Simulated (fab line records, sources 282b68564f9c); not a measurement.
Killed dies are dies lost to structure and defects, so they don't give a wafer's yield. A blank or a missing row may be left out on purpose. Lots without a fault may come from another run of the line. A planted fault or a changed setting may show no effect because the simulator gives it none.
Split-lot experiment | flow rit_cmos | 5 lots, 23 wafers read, on a route of 202 steps

THE SPLIT
At RIT_ACTIVE_OXIDATION_01 (target thk 46.8 nm, ox time 3360 s), the setting temp_c was moved away from the recipe's 1000 C on 20 of the 23 wafers read, by -2.9% to -1.1%. The other wafers ran this setting at the recipe's value.

The file shows no step between the split and the reading.

THE READING
ACTIVE_OXIDE_THK, in nm, at RIT_ACTIVE_THK_MEAS_02. Fault-free wafers of this fab line usually give 46.9 nm, standard deviation 0.7 nm.

wafer  | tool, chamber at the split | temp_c as run, C | against the recipe | ACTIVE_OXIDE_THK, nm | against lot-mates on the recipe
L074.2 | -, -                       | 976.4            | -2.4%              | 38.4                 | no lot-mate on the recipe
L074.3 | -, -                       | 976.4            | -2.4%              | 39.5                 | no lot-mate on the recipe
L074.4 | -, -                       | 976.4            | -2.4%              | 38.3                 | no lot-mate on the recipe
L074.5 | -, -                       | 976.4            | -2.4%              | 38.2                 | no lot-mate on the recipe
L074.6 | -, -                       | 976.4            | -2.4%              | 38.3                 | no lot-mate on the recipe
L075.1 | furnace-03, 0              | 1000             | recipe             | 47.8                 | -
L075.4 | furnace-03, 0              | 1000             | recipe             | 47.5                 | -
L075.6 | furnace-03, 0              | 1000             | recipe             | 47.5                 | -
L076.1 | -, -                       | 971.4            | -2.9%              | 35.6                 | no lot-mate on the recipe
L076.2 | -, -                       | 971.4            | -2.9%              | 36.2                 | no lot-mate on the recipe
L076.3 | -, -                       | 971.4            | -2.9%              | 36.1                 | no lot-mate on the recipe
L076.4 | -, -                       | 971.4            | -2.9%              | 36.1                 | no lot-mate on the recipe
L076.5 | -, -                       | 971.4            | -2.9%              | 36.0                 | no lot-mate on the recipe
L081.1 | -, -                       | 989.2            | -1.1%              | 41.6                 | no lot-mate on the recipe
L081.3 | -, -                       | 989.2            | -1.1%              | 40.9                 | no lot-mate on the recipe
L081.4 | -, -                       | 989.2            | -1.1%              | 40.9                 | no lot-mate on the recipe
L081.5 | -, -                       | 989.2            | -1.1%              | 41.5                 | no lot-mate on the recipe
L081.6 | -, -                       | 989.2            | -1.1%              | 41.8                 | no lot-mate on the recipe
L083.1 | -, -                       | 977.2            | -2.3%              | 38.5                 | no lot-mate on the recipe
L083.2 | -, -                       | 977.2            | -2.3%              | 37.7                 | no lot-mate on the recipe
L083.3 | -, -                       | 977.2            | -2.3%              | 37.6                 | no lot-mate on the recipe
L083.4 | -, -                       | 977.2            | -2.3%              | 38.1                 | no lot-mate on the recipe
L083.5 | -, -                       | 977.2            | -2.3%              | 37.7                 | no lot-mate on the recipe

THE FIT
A straight line over all 23 wafers: ACTIVE_OXIDE_THK changes by +3.68 nm for each +1% of temp_c; r = +0.97; the points scatter about the line by 0.88 nm.
Too few moved wafers have a lot-mate on the recipe to fit a line with each lot's own level taken away.

THE WHOLE CHAIN: every reading that the file lists as answering this split, in the file's order
step                    | what it does                                                        | reading                                                                             | change (the file's fit)              | r (the file's)
RIT_ACTIVE_OXIDATION_01 | target thk 46.8 nm, ox time 3360 s                                  | SiO2_of_ACTIVE_OXIDATION_01.thk_nm (the simulator's own value, which no gauge read) | +3.68 nm for each +1% of the setting | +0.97
RIT_ACTIVE_THK_MEAS_02  |                                                                     | ACTIVE_OXIDE_THK                                                                    | +3.68 for each +1% of the setting    | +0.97
RIT_ACTIVE_ETCH_13      | etches Si3N4 in SF6, stops on SiO2, time 210 s, target depth 210 nm | SiO2_of_ACTIVE_OXIDATION_01.thk_nm (the simulator's own value, which no gauge read) | +3.88 nm for each +1% of the setting | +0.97
RIT_FOX2_WET_ETCH_03    | etches Si3N4 in H3PO4, target depth 195 nm, time 2700 s             | SiO2_of_ACTIVE_OXIDATION_01.thk_nm (the simulator's own value, which no gauge read) | +3.48 nm for each +1% of the setting | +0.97

THE FILE'S OWN FIT
ACTIVE_OXIDE_THK changes by +3.68 nm for each +1% of temp_c, r = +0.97.
